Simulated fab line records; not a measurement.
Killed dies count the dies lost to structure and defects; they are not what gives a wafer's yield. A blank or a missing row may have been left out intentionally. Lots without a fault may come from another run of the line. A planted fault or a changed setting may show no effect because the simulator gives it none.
A struck lot beside a sound one    flow ritCmos    16 steps out of a route of 202
Sound: wafers L286.3, L286.4, L286.5. Wafers struck: L294.1, L294.2, L294.4. The cause is given at the end.
At each step with rows: each side's tool, then ch and its chambers, then its first start. Under that, the readings that differ: sound wafers    struck wafers    difference of the means    sigmas: that difference in standard deviations of wafers without a fault.
alike: same words and numbers on both sides, and readings whose means sit less than 2 such deviations apart. not compared: any withheld reading, any reading some wafer has no value for, any bound like >300 that may hide the same value, and any number with overlapping values for which the record gives no deviation.
A row with sigmas, a row that says differs or no value, or rows on one side alone: a step with any of these is where the two part. Numbers that have no deviation but don't overlap get no sigmas and don't part them. A reading missing from all wafers of one side parts the sides only when that side holds two or more wafers.

first, 4 steps without rows for these wafers: RIT_ACTIVE_SOFTBAKE_07 (time 60 s); RIT_ACTIVE_EXPOSE_08 (exposes mask M1, target cd 1400 nm); RIT_ACTIVE_PEB_09; RIT_ACTIVE_DEVELOP_10 (develop time 52.49 s).
RIT_ACTIVE_CD_MEAS_11: target cd 1400 nm.
  sound: cdSem-01 at day 2 20:29; struck: cdSem-02 at day 4 13:24
  alike: cdNm
then, 1 step without rows for these wafers: RIT_ACTIVE_HARDBAKE_12 (time 60 s).
RIT_ACTIVE_ETCH_13: etches Si3N4 in SF6, stops on SiO2, time 210 s, target depth 210 nm.
  sound on rieDiel-02 ch 1,2, day 2 20:43; struck on rieDiel-02 ch 0,2,3, day 4 13:40
  alike: drypumpMotorCurrentA, oesProductAu, throttleValvePct
  not compared: rfHoursCounterH
RIT_ACTIVE_STRIP_14: strips in O2, time 180 s.
  sound on plasmaAsher-04 ch 0,1, day 2 20:54; struck on plasmaAsher-03 ch 0,1, day 4 13:48
  alike: drypumpMotorCurrentA
  not compared: rfHoursCounterH
RIT_ACTIVE_CD_MEAS_90: target cd 1400 nm.
  sound: cdSem-01 at day 2 21:04; struck: cdSem-01 at day 4 13:59
  alike: cdNm
then, 3 steps without rows for these wafers: RIT_ACTIVE_CLEAN_15 (cleans in SC1, time 600 s); RIT_ACTIVE_CLEAN_16 (cleans in dHF, time 30 s); RIT_ACTIVE_CLEAN_17 (cleans in SC2, time 600 s).
RIT_FOX1_OXIDATION_00: target thk 350.7 nm, ox time 1130 s.
  sound on furnace-03 ch 0, day 2 23:53; struck on furnace-03 ch 0, day 4 15:24
reading                                     sound                 struck                difference  sigmas
spikeTcCentreC (C)                          1102.4 1101.6 1102.3  1077.3 1075.8 1076.3  -25.6       -18
spikeTcLoadC (C)                            1128.9 1127.0 1126.6  1104.0 1102.6 1102.6  -24.4       -16
spikeTcSourceC (C)                          1126 1126 1125        1101 1098 1100        -26         -6
tubeCenterTempC (C)                         1100 1100.2 1100.1    1075.1 1075.1 1074.9  -25.1       -99 or more
tube_center_temp_C_max                      1103.1 1103.1 1103.2  1077.6 1078.1 1078.5  -25.1       -57
model.SiO2_of_FOX1_OXIDATION_00.thkNm (nm)  356.2 355.4 358.4     304.7 305.4 302.8     -52.4       
  alike: zonePowerLoadPct
RIT_FOX1_THK_MEAS_01:
  sound: filmMetro-01 at day 3 01:13; struck: filmMetro-03 at day 4 16:43
reading              sound        struck       difference  sigmas
FOX1_OXIDE_THK (nm)  356 355 359  304 305 303  -53         -6
then, 1 step without rows for these wafers: RIT_FOX1_WET_ETCH_02 (etches SiO2 in BOE, target depth 350 nm, time 390 s).
RIT_M1_PROBE_99:
  sound: prober-02 at day 4 19:10; struck: prober-02 at day 6 10:11
reading                            sound           struck          difference  sigmas
model.etest.nplusSal.widthNm (nm)  3430 3446 3433  3503 3474 3525  +64         
model.etest.pplusSal.widthNm (nm)  3435 3454 3449  3465 3481 3496  +35         
model.etest.pldd.widthNm (nm)      3179 3188 3156  3240 3236 3263  +72         
model.etest.nldd.widthNm (nm)      3174 3174 3170  3231 3240 3251  +68         
  alike: killedAtContacts, killedAtFrontEnd, killedDies, killedOpen, killedShort

## WHERE THEY PART
First at RIT_FOX1_OXIDATION_00; last, within this record, at RIT_FOX1_THK_MEAS_01. Later steps at which nothing parts them and some readings are alike: RIT_M1_PROBE_99.

WHY: whatever the simulator had introduced
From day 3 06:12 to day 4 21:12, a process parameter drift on furnace-03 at RIT_FOX1_OXIDATION_00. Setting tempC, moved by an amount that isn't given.
